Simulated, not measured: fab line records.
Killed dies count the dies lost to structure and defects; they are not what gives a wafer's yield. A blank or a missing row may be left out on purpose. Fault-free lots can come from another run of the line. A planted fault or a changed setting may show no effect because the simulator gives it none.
Which tool was responsible? ; flow berkeleyCmos170 ; 7 lots with 21 wafers sampled at 2 steps, on a route of 331 steps

== WHAT THE GAUGES READ, wafer by wafer ==
UCB170_PSD_CD_MEAS_06: the cd target is 1200 nm.
lot;measured;on;cdNm (nm)
L803;day 7 20:15;cdSem-02;1201.6 1200.6 1202.2
L804;day 7 20:46;cdSem-02;1202.7 1202.2 1201.4
L813;day 9 10:17;cdSem-02;1202.8 1203.2 1203.2
L814;day 10 07:47;cdSem-01;1199.8 1199.7 1200.3
L816;day 10 21:17;cdSem-01;1212.8 1213.5 1213.2
L817;day 10 21:34;cdSem-02;1200.3 1201.7 1201.3
L825;day 12 10:47;cdSem-01;1197.9 1199.2 1199.5

== TOOL THAT RAN EACH LOT (tool first, then ch and the chambers of the sampled wafers, then the start) ==
lot;UCB170_PSD_EXPOSE_03
L803;krfScanner-01 ch 0, day 7 19:52
L804;krfScanner-02 ch 0, day 7 20:10
L813;krfScanner-01 ch 0, day 9 09:53
L814;krfScanner-01 ch 0, day 10 07:22
L816;krfScanner-02 ch 0, day 10 20:41
L817;krfScanner-01 ch 0, day 10 21:10
L825;krfScanner-01 ch 0, day 12 10:14
- UCB170_PSD_EXPOSE_03: exposes mask PSELECT MOD, target cd 1200 nm.

== THE ANSWER, worked out from the rows above alone ==
Rule: the usual values come from the lots themselves. Put in order of their means at a reading, lots are off if they are a third of the lots or fewer, leave a main group of 4 or more, and stand apart from it by a gap of 3 or more times the standard deviation of the main group's means; of several such gaps the widest counts. A main group is skipped when, at the precision printed for the reading in the tables above, its means are all equal. Also off: a lot with no number at a reading for which 4 or more lots have one. The other lots that the step has rows for count as sound.
Off: L816 (UCB170_PSD_CD_MEAS_06, cdNm). For the main group the mean is 1201.1 nm and the standard deviation 1.4.
A tool fits if, at a process step before that reading, it ran every lot that is off, and no sound lot after the first of them. Gauges at UCB170_PSD_CD_MEAS_06: tried the same way as those tools. One candidate fits, namely krfScanner-02 at UCB170_PSD_EXPOSE_03. A fault onset in the window from L804 (day 7 20:10, its last sound lot) to L816 (day 10 20:41, its first lot off) fits.

== WHAT WAS PUT IN BY THE SIMULATOR ==
Process parameter drift: krfScanner-02, from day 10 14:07 on, at UCB170_PSD_EXPOSE_03. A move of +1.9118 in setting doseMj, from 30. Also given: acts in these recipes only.
Lots struck among those shown: L816. This agrees with what the rule above found.
